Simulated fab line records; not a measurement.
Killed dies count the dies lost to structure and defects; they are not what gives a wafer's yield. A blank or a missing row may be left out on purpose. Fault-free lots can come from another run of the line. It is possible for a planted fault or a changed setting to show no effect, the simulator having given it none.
What tool caused it?    flow berkeley-cmos170    45 wafers from 15 lots sampled at 3 of the route's 331 steps

WHAT THE GAUGES SHOWED, per wafer
UCB170_ACTIVE_THK_MEAS_06. Usual: for ACTIVE_NITRIDE_THK the level is 220.0 nm and the standard deviation is 2.2.
lot   measured     on             ACTIVE_NITRIDE_THK (nm)  flag
L780  day 4 09:30  film-metro-01  220.8 222.2 223.3        
L781  day 4 09:31  film-metro-03  222.3 220.3 222.5        
L782  day 4 09:31  film-metro-02  222.5 222.2 221.0        
L784  day 5 00:59  film-metro-02  223.7 220.9 223.4        
L786  day 5 13:55  film-metro-02  221.1 220.4 221.3        
L787  day 5 18:53  film-metro-01  219.9 221.4 222.1        
L791  day 6 14:18  film-metro-01  219.2 218.9 219.7        
L793  day 6 23:59  film-metro-03  220.8 218.5 219.7        
L794  day 7 00:00  film-metro-02  220.4 221.2 220.3        
L795  day 7 14:56  film-metro-03  222.8 222.3 220.6        
L797  day 7 20:11  film-metro-02  219.5 220.8 221.5        
L800  day 8 16:18  film-metro-02  220.8 218.8 219.4        
L802  day 8 16:17  film-metro-01  216.2 215.5 215.6        
L801  day 8 16:22  film-metro-02  216.9 214.9 215.9        
L803  day 8 16:17  film-metro-03  222.8 221.4 219.9        

UCB170_PFIELD_OVL_MEAS_06. Usual: for PFIELD_OVL the level is 1 nm and the standard deviation is 5.1.
lot   measured     on          PFIELD_OVL (nm)  flag
L780  day 4 12:28  overlay-02  -6 -1 -6         
L781  day 4 13:11  overlay-02  -7 -4 0          
L782  day 4 13:08  overlay-02  -1 8 8           
L784  day 5 05:31  overlay-01  2 -1 -5          
L786  day 5 17:49  overlay-01  -3 -1 1          
L787  day 5 21:59  overlay-01  0 0 1            
L791  day 6 18:22  overlay-01  3 8 -5           
L793  day 7 02:35  overlay-02  6 6 3            
L794  day 7 02:52  overlay-01  3 7 4            
L795  day 7 20:17  overlay-01  -1 2 -1          
L797  day 7 22:43  overlay-02  0 0 5            
L800  day 8 19:31  overlay-01  -4 -1 2          
L802  day 8 19:47  overlay-02  5 11 7           
L801  day 8 21:09  overlay-01  7 7 6            
L803  day 8 20:25  overlay-02  -3 -1 0          

EACH LOT AND THE TOOL THAT RAN IT (in order: tool; ch and the chambers of the sampled wafers; start)
lot   UCB170_PWELL_STRIP_16
L780  plasma-asher-04 ch 0,1, day 3 02:53
L781  plasma-asher-02 ch 0,1, day 3 08:51
L782  plasma-asher-01 ch 0,1, day 3 09:15
L784  plasma-asher-01 ch 0,1, day 3 22:10
L786  plasma-asher-04 ch 0,1, day 4 14:41
L787  plasma-asher-01 ch 0,1, day 4 18:29
L791  plasma-asher-04 ch 0,1, day 5 11:00
L793  plasma-asher-04 ch 0,1, day 5 21:50
L794  plasma-asher-01 ch 0,1, day 5 22:02
L795  plasma-asher-04 ch 0,1, day 6 05:37
L797  plasma-asher-01 ch 0,1, day 6 17:20
L800  plasma-asher-01 ch 0,1, day 7 15:20
L802  plasma-asher-04 ch 0, day 7 15:32
L801  plasma-asher-01 ch 1, day 7 15:37
L803  plasma-asher-04 ch 0,1, day 7 15:53
- UCB170_PWELL_STRIP_16: strips in O2.

AS READ BY THE TOOLS THEMSELVES (means over the sampled wafers that have a number; for cases with no such wafer, the mark the record gives instead)
UCB170_PWELL_STRIP_16. Usual: drypump-motor-current-A 6.0 A, standard deviation 0.56; oes-product-au 0.721 a.u., standard deviation 0.0046; strip-time-to-endpoint-s 18.13 s, standard deviation 0.086.
lot   tool             drypump-motor-current-A (A)  oes-product-au (a.u.)  strip-time-to-endpoint-s (s)  flag
L780  plasma-asher-04  6.1                          0.721                  18.07                         
L781  plasma-asher-02  6.1                          0.718                  18.12                         
L782  plasma-asher-01  6.3                          0.721                  18.16                         
L784  plasma-asher-01  6.3                          0.722                  18.23                         
L786  plasma-asher-04  6.1                          0.719                  18.07                         
L787  plasma-asher-01  6.3                          0.721                  18.07                         
L791  plasma-asher-04  6.1                          0.718                  18.10                         
L793  plasma-asher-04  5.8                          0.719                  18.28                         
L794  plasma-asher-01  5.9                          0.717                  18.15                         
L795  plasma-asher-04  6.1                          0.722                  18.05                         
L797  plasma-asher-01  5.9                          0.720                  18.10                         
L800  plasma-asher-01  5.9                          0.722                  18.07                         
L802  plasma-asher-04  5.4                          0.717                  18.15                         
L801  plasma-asher-01  6.8                          0.719                  18.20                         
L803  plasma-asher-04  5.8                          0.717                  18.12                         

THE ANSWER, worked out from the rows above alone
Rule: lot off if the mean of its wafers having a number is beyond 3 standard deviations from the usual mean. A lot without any number at a reading at which 4 lots or more have one is off too. All remaining lots with rows at the step are treated as sound. First the gauges in route order, then the tools' own readings, where a lot's mean is used as printed above. The first step at which some lot is off is used, and at that step the reading that is off furthest; a lot without a number counts as furthest.
Across all readings shown, no lot is off: no conclusion can be drawn from this.

WHAT WAS PUT IN BY THE SIMULATOR
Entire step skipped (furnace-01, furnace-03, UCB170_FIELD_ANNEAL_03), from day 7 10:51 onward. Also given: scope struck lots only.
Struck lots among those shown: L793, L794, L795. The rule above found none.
